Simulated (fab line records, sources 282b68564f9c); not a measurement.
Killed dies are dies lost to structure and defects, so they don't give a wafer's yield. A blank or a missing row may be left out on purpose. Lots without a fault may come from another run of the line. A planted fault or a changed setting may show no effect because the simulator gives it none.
A struck lot beside a sound one | flow rit_cmos | 14 steps out of a route of 202
Sound: wafers L899.1, L899.3, L899.6. Struck: wafers L886.3, L886.4, L886.5. The cause comes at the end.
At each step with rows: each side's tool, then ch and its chambers, then its first start. Under that, the readings that differ: sound wafers | struck wafers | difference of the means | sigmas: that difference in standard deviations of wafers without a fault.
alike: readings whose means differ by less than 2 such deviations, and words and numbers that are the same on both sides. not compared: withheld readings, readings that some wafer has no value for, bounds like >300 that may hide the same value, and numbers for which the record gives no deviation and whose values overlap.
The two part at a step that has a row with sigmas, a row that says differs or no value, or rows on one side only. Numbers that don't overlap but have no deviation are shown without sigmas and don't part them. A reading that every wafer of one side lacks parts them only if that side has two wafers or more.

first, 1 step without rows for these wafers: RIT_GATE_HARDBAKE_18 (time 60 s).
RIT_GATE_ETCH_19: etches poly-Si in SF6/CHF3/O2, stops on SiO2, time 165 s, target depth 312.5 nm.
  sound on rie_si-02 ch 0,1,2, day 6 23:23; struck on rie_si-01 ch 0,1,3, day 4 04:24
  alike: SF6_flow_sccm, drypump_motor_current_A, oes_product_au, throttle_valve_pct
  not compared: rf_hours_counter_h
RIT_GATE_STRIP_20: strips in O2, time 180 s.
  sound on plasma_asher-02 ch 0,1, day 6 23:29; struck on plasma_asher-04 ch 0,1, day 4 04:34
  alike: drypump_motor_current_A, o2_flow_sccm
  not compared: rf_hours_counter_h
RIT_GATE_CD_MEAS_90: target cd 150 nm.
  sound on cd_sem-01, day 6 23:40; struck on cd_sem-02, day 4 04:43
  alike: cd_nm
then, 4 steps without rows for these wafers: RIT_REOX_CLEAN_00 (cleans in SC1, time 600 s); RIT_REOX_CLEAN_01 (cleans in dHF, time 30 s); RIT_REOX_CLEAN_02 (cleans in SC2, time 600 s); RIT_REOX_OXIDATION_03 (target thk 25.2 nm, ox time 5580 s).
RIT_REOX_THK_MEAS_04:
  sound on film_metro-02, day 7 02:43; struck on film_metro-01, day 4 09:47
  alike: REOX_OXIDE_THK
then, 3 steps without rows for these wafers: RIT_NLDD_HMDS_00 (prime time 60 s); RIT_NLDD_COAT_01 (resist thk 1000 nm); RIT_NLDD_SOFTBAKE_02 (time 60 s).
RIT_NLDD_EXPOSE_03: exposes mask M7, target cd 40700 nm.
  sound on iline_stepper-01 ch 0, day 7 03:38; struck on iline_stepper-02, day 4 10:19
  no value came back on the struck wafers for exposure_dose_mJ_cm2, focus_offset_nm (nm); on the sound wafers exposure_dose_mJ_cm2 reads 250.09 249.65 249.87
  alike: mask
then, 1 step without rows for these wafers: RIT_NLDD_PEB_04.

WHERE THEY PART
Only at RIT_NLDD_EXPOSE_03, within this record.

WHY: what the simulator had put in
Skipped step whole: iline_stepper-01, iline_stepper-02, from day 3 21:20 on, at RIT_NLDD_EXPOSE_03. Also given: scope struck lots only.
